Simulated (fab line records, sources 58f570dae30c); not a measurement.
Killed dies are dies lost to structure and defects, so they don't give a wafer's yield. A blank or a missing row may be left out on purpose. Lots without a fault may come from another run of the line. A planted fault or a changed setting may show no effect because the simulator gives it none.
A struck lot beside a sound one | flow berkeley_cmos170 | 14 steps out of a route of 331
Sound: wafers L201.2, L201.4, L201.5. Struck: wafers L212.3, L212.4, L212.6. The cause comes at the end.
At each step with rows: each side's tool, then ch and its chambers, then its first start. Under that, the readings that differ: sound wafers | struck wafers | difference of the means | sigmas: that difference in standard deviations of wafers without a fault.
alike: readings whose means differ by less than 2 such deviations, and words and numbers that are the same on both sides. not compared: withheld readings, readings that some wafer has no value for, bounds like >300 that may hide the same value, and numbers for which the record gives no deviation and whose values overlap.
The two part at a step that has a row with sigmas, a row that says differs or no value, or rows on one side only. Numbers that don't overlap but have no deviation are shown without sigmas and don't part them. A reading that every wafer of one side lacks parts them only if that side has two wafers or more.

first, 1 step without rows for these wafers: UCB170_CONTACT_CLEAN_07 (cleans in SPM, time 600 s).
UCB170_CONTACT_RTA_08: time 10 s.
  sound on rtp_anneal-02 ch 0, day 8 09:57; struck on rtp_anneal-02 ch 0, day 10 05:28
  alike: lamp_power_pct, wafer_temp_C_max
then, 6 steps without rows for these wafers: UCB170_CONTACT_COAT_09; UCB170_CONTACT_COAT_10 (resist thk 900 nm); UCB170_CONTACT_SOFTBAKE_11 (time 60 s); UCB170_CONTACT_EXPOSE_12 (exposes mask CONT, target cd 700 nm); UCB170_CONTACT_PEB_13; UCB170_CONTACT_DEVELOP_14 (develop time 45 s).
UCB170_CONTACT_CD_MEAS_15: target cd 700 nm.
  sound on cd_sem-01, day 8 11:41; struck on cd_sem-01, day 10 07:06
  alike: cd_nm
UCB170_CONTACT_OVL_MEAS_16:
  sound on overlay-02, day 8 11:47; struck on overlay-02, day 10 07:11
  alike: CONTACT_OVL
UCB170_CONTACT_ETCH_17: etches BARC in N2/H2.
  sound on rie_diel-03 ch 0,2,3, day 8 11:49; struck on rie_diel-03 ch 0,1,2, day 10 07:13
  alike: drypump_motor_current_A, oes_product_au, throttle_valve_pct
UCB170_CONTACT_ETCH_18: etches PSG in CHF3/CF4/Ar, stops on TiSi2, target depth 840 nm, time 195 s.
  sound on rie_diel-03 ch 0,2,3; struck on rie_diel-03 ch 0,1,2
  alike: CHF3_flow_sccm, drypump_motor_current_A, oes_product_au, throttle_valve_pct
  not compared: rf_hours_counter_h
UCB170_CONTACT_STRIP_19: strips in O2.
  sound on plasma_asher-01 ch 0,1, day 8 11:59; struck on plasma_asher-01 ch 0,1, day 10 07:25
  no value came back on the struck wafers for chamber_pressure_mTorr (mTorr), drypump_motor_current_A (A), oes_product_au (a.u.); on the sound wafers chamber_pressure_mTorr (mTorr) reads 3495 3505 3496
  reading                                  | sound | struck          | difference | sigmas
  model.KrF_of_CONTACT_COAT_10.thk_nm (nm) | 0 0 0 | 695.7 688 686.2 | +690.0     |
  not compared: rf_hours_counter_h
UCB170_CONTACT_CD_MEAS_90: target cd 700 nm.
  sound on cd_sem-01, day 8 12:07; struck on cd_sem-02, day 10 07:31
  alike: cd_nm

WHERE THEY PART
Only at UCB170_CONTACT_STRIP_19, within this record. Later steps at which nothing parts them and some readings are alike: UCB170_CONTACT_CD_MEAS_90.

WHY: what the simulator had put in
Skipped step whole: plasma_asher-01, from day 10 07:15 on, at UCB170_CONTACT_STRIP_19. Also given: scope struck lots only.
